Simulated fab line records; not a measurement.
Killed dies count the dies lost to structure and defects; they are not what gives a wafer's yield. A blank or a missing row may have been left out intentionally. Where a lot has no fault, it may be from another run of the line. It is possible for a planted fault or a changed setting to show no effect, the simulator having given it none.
One fault through the eyes of 2 desks / flow ritCmos / what lay behind the numbers comes last; until then each desk has only its own

== AT THE TOOL OWNER'S DESK: implanter-03 ==
The tool's own readings at RIT_NWELL_IMPLANT_08: means of the sampled wafers that have a number, for each lot that ran on this tool. If a lot's mean is further than 4 standard deviations from the usual mean, the lot is out of limits and carries the mark OUT (the distance appears in the brackets).
Columns: A = beamEnergyKeV at RIT_NWELL_IMPLANT_08, usual 170.01; B = beamOnS at RIT_NWELL_IMPLANT_08, usual 10.01 s; C = doseIonsCm2 at RIT_NWELL_IMPLANT_08, usual 4.999e+13; D = endStationPressureTorr at RIT_NWELL_IMPLANT_08, usual 5.12e-06 Torr; E = faradayCurrentUA at RIT_NWELL_IMPLANT_08, usual 158
lot=L578; first seen here=day 4 00:57; A=119.00 (-99 or more) OUT; B=9.94; C=4.997e+13; D=5.15e-06; E=159
lot=L579; first seen here=day 4 07:13; A=118.98 (-99 or more) OUT; B=9.91; C=4.991e+13; D=5.08e-06; E=160
Finding of this desk: L578, L579 out of limits; the first was L578 at day 4 00:57, on beamEnergyKeV at RIT_NWELL_IMPLANT_08. In limits: none.

== THE METROLOGY DESK ==
Lot by lot, what the gauges showed, no matter which tool ran the lot: averages of those sampled wafers that carry a number. If a lot's mean is further than 4 standard deviations from the usual mean, the lot is out of limits and carries the mark OUT (the distance appears in the brackets).
Columns: A = NWELL_TW at RIT_NWELL_TW_MEAS_10, usual 2138; B = NWELL_RS at RIT_WELLDRIVE_RS_MEAS_01, usual 274.9 ohm/sq
lot=L568; first seen here=day 1 21:41; A=2164; B=274.5
lot=L569; first seen here=day 2 02:04; A=2145; B=274.2
lot=L570; first seen here=day 2 08:26; A=2102; B=274.2
lot=L578; first seen here=day 4 01:14; A=2016 (-4.1) OUT; B=278.0 (+4.1) OUT
lot=L579; first seen here=day 4 07:32; A=2017 (-4.0) OUT; B=278.2 (+4.3) OUT
lot=L581; first seen here=day 4 21:25; A=2170; B=275.2
lot=L582; first seen here=day 4 23:57; A=2134; B=276.1
lot=L583; first seen here=day 5 04:55; A=2100; B=275.0
lot=L584; first seen here=day 5 07:21; A=2159; B=276.3
lot=L587; first seen here=day 5 20:04; A=2167; B=274.9
lot=L588; first seen here=day 6 01:26; A=2152; B=274.6
lot=L591; first seen here=day 6 18:33; A=2144; B=274.2
This desk's finding: out of limits on L578, L579; first on L578, day 4 01:14 (NWELL_TW at RIT_NWELL_TW_MEAS_10). L568, L569, L570, L581, L582, L583, L584, L587, L588, L591: within limits.

== PUT TOGETHER ==
At day 4 00:57, on L578, L579, the tool owner's desk was in a position to raise an alarm.
An alarm was possible from the metrology desk at day 4 01:14, on L578, L579.
RIT_NWELL_IMPLANT_08 was run on implanter-03 by each of the lots named.

== WHAT HAD BEEN PUT IN BY THE SIMULATOR ==
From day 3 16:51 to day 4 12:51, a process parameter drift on implanter-03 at RIT_NWELL_IMPLANT_08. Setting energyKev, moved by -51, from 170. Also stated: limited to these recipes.
Struck lots among those shown: L578, L579.
Time in hours from fault onset to the first out-of-limits reading at each desk: tool owner's desk 8, metrology desk 8.
